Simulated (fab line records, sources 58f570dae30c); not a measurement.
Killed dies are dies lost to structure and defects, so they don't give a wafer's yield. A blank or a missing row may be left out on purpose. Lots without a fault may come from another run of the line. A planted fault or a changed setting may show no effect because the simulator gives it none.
Split-lot experiment | flow berkeley_cmos170 | 5 lots, 23 wafers read, on a route of 331 steps

THE SPLIT
At UCB170_PSD_IMPLANT_08, the setting energy_kev was moved away from the recipe's 20 on 7 of the 23 wafers read, by -5.1% to +4.6%. The other wafers ran this setting at the recipe's value.

The reading is taken at the split's own step.

THE READING
implant.drp_nm (the simulator's own value, which no gauge read), in nm, at UCB170_PSD_IMPLANT_08. The file gives no usual value for it.

wafer  | tool, chamber at the split | energy_kev as run | against the recipe | implant.drp_nm, nm | against lot-mates on the recipe
L076.1 | implanter-04, 0            | 20                | recipe             | 28.34              | -
L076.4 | implanter-04, 0            | 20                | recipe             | 28.34              | -
L076.5 | implanter-04, 0            | 20                | recipe             | 28.34              | -
L076.2 | implanter-04, 0            | 20.93             | +4.6%              | 29.37              | +1.03
L076.6 | implanter-04, 0            | 20.93             | +4.6%              | 29.37              | +1.03
L077.1 | implanter-04, 0            | 20                | recipe             | 28.34              | -
L077.3 | implanter-04, 0            | 20                | recipe             | 28.34              | -
L077.5 | implanter-04, 0            | 20                | recipe             | 28.34              | -
L078.1 | implanter-04, 0            | 20                | recipe             | 28.34              | -
L078.4 | implanter-04, 0            | 20                | recipe             | 28.34              | -
L078.6 | implanter-04, 0            | 20                | recipe             | 28.34              | -
L078.2 | implanter-04, 0            | 20.57             | +2.8%              | 28.95              | +0.61
L078.5 | implanter-04, 0            | 20.57             | +2.8%              | 28.95              | +0.61
L081.1 | implanter-04, 0            | 20                | recipe             | 28.34              | -
L081.2 | implanter-04, 0            | 20                | recipe             | 28.34              | -
L081.3 | implanter-04, 0            | 20                | recipe             | 28.34              | -
L081.5 | implanter-04, 0            | 20                | recipe             | 28.34              | -
L081.6 | implanter-04, 0            | 20                | recipe             | 28.34              | -
L084.1 | implanter-04, 0            | 20                | recipe             | 28.34              | -
L084.6 | implanter-04, 0            | 20                | recipe             | 28.34              | -
L084.3 | implanter-04, 0            | 18.98             | -5.1%              | 27.31              | -1.03
L084.4 | implanter-04, 0            | 18.98             | -5.1%              | 27.31              | -1.03
L084.5 | implanter-04, 0            | 18.98             | -5.1%              | 27.31              | -1.03

THE FIT
A straight line over all 23 wafers: implant.drp_nm changes by +0.21 nm for each +1% of energy_kev; r = +1.00; the points scatter about the line by 0.02 nm.
The same after taking each lot's own level away (the mean of its wafers on the recipe; 23 wafers): +0.21 nm for each +1%; r = +1.00; scatter 0.02 nm.
On that fit, the largest move of energy_kev shifts the reading by 1.1 nm.
The lots' own levels span 28.340 to 28.340 nm.
So the lot-to-lot level changes the slope little: the two slopes agree.
Check: with one of the wafers moved furthest among these (-5.1%) left out of the fit, the line predicts -1.07 nm for it against its lot-mates. It came out at -1.03 nm against them.

OTHER SPLITS ON THESE WAFERS
These wafers also went through other splits before the reading. Each is held against what the fit with the lots' levels taken away leaves over:
other split on the same wafers | wafers away from the commonest value | r with implant.drp_nm (lot level and that fit taken away)
UCB170_PSD_EXPOSE_03 dose_mj   | 8                                    | -0.29

THE WHOLE CHAIN: every reading that the file lists as answering this split, in the file's order
step                  | what it does | reading                                                         | change (the file's fit)               | r (the file's)
UCB170_PSD_IMPLANT_08 |              | implant.rp_nm (the simulator's own value, which no gauge read)  | +0.656 nm for each +1% of the setting | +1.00
UCB170_PSD_IMPLANT_08 |              | implant.drp_nm (the simulator's own value, which no gauge read) | +0.211 nm for each +1% of the setting | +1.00
UCB170_PSD_STRIP_09   | strips in O2 | strip_time_to_endpoint_s                                        | withheld for each +1% of the setting  | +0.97

THE FILE'S OWN FIT
implant.drp_nm changes by +0.211 nm for each +1% of energy_kev, r = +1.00.
